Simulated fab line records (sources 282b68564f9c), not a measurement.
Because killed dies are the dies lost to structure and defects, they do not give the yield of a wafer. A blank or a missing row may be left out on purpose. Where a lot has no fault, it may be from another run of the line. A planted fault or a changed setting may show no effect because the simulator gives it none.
Struck lot and sound lot, side by side    flow rit-cmos    14 out of 202 route steps
Sound: the wafers L717.1, L717.2, L717.6. Struck: wafers L719.2, L719.3, L719.5. The cause is given at the end.
For every step that has rows: the tool of each side, followed by ch and its chambers, followed by its first start. Under that, the readings that differ: sound wafers    struck wafers    difference of the means    sigmas: that difference in standard deviations of wafers without a fault.
alike: same words and numbers on both sides, and readings whose means sit less than 2 such deviations apart. not compared: any withheld reading, any reading some wafer has no value for, any bound like >300 that may hide the same value, and any number with overlapping values for which the record gives no deviation.
The two part at a step that has a row with sigmas, a row that says differs or no value, or rows on one side only. Non-overlapping numbers with no deviation appear without sigmas and do not part them. Lack of a reading on every wafer of one side parts them only where that side has two or more wafers.

first, 1 step without rows for these wafers: RIT_CONTACT_HARDBAKE_10 (time 60 s).
RIT_CONTACT_ETCH_11: etches SiO2 in CHF3/CF4/Ar, stops on TiSi2, target depth 480 nm, time 320 s.
  sound on rie-diel-03 ch 1,2, day 3 10:38; struck on rie-diel-03 ch 1,2,3, day 3 23:52
  alike: cf4-flow-sccm, chamber-pressure-mTorr, drypump-motor-current-A, oes-product-au, throttle-valve-pct
  not compared: rf-hours-counter-h
RIT_CONTACT_STRIP_12: strips in O2, time 180 s.
  sound on plasma-asher-01 ch 0,1, day 3 10:50; struck on plasma-asher-01 ch 1, day 4 00:04
  alike: chamber-pressure-mTorr, drypump-motor-current-A
  not compared: rf-hours-counter-h
RIT_CONTACT_CD_MEAS_90: target cd 1000 nm.
  sound on cd-sem-01, day 3 11:00; struck on cd-sem-01, day 4 00:15
  alike: cd-nm
then, 2 steps without rows for these wafers: RIT_CONTACT_CLEAN_13 (cleans in SC1, time 600 s); RIT_CONTACT_CLEAN_14 (cleans in SC2, time 600 s).
RIT_M1_SPUTTER_00: material Al, target thk 400 nm, time 487 s.
  sound on pvd-sputter-02, day 3 11:31; struck on pvd-sputter-04, day 4 00:42
  alike: cathode-dc-power-W, throttle-valve-pct
RIT_M1_RS_MEAS_01: the measuring method here is four-point-probe.
  sound on film-metro-03, day 3 11:48; struck on film-metro-02, day 4 01:01
  alike: M1_AL_RS
RIT_M1_THK_MEAS_02: measures by xrf.
  sound on film-metro-03, day 3 11:55; struck on film-metro-02, day 4 01:07
  alike: M1_AL_THK
then, 3 steps without rows for these wafers: RIT_M1_HMDS_03 (prime time 60 s); RIT_M1_COAT_04 (resist thk 1300 nm); RIT_M1_SOFTBAKE_05 (time 60 s).
RIT_M1_EXPOSE_06: exposes mask M12, target cd 2600 nm.
  struck on iline-stepper-02, day 4 01:38; sound on iline-stepper-02 ch 0, day 3 12:34
  no value came back on the struck wafers for exposure-dose-mJ-cm2, focus-offset-nm (nm); on the sound wafers exposure-dose-mJ-cm2 reads 249.72 249.76 249.76
  alike: mask
following that, these wafers have no rows for 1 step: RIT_M1_PEB_07.

## WHERE THEY PART
Within this record, at RIT_M1_EXPOSE_06 only.

WHY: the cause the simulator had injected
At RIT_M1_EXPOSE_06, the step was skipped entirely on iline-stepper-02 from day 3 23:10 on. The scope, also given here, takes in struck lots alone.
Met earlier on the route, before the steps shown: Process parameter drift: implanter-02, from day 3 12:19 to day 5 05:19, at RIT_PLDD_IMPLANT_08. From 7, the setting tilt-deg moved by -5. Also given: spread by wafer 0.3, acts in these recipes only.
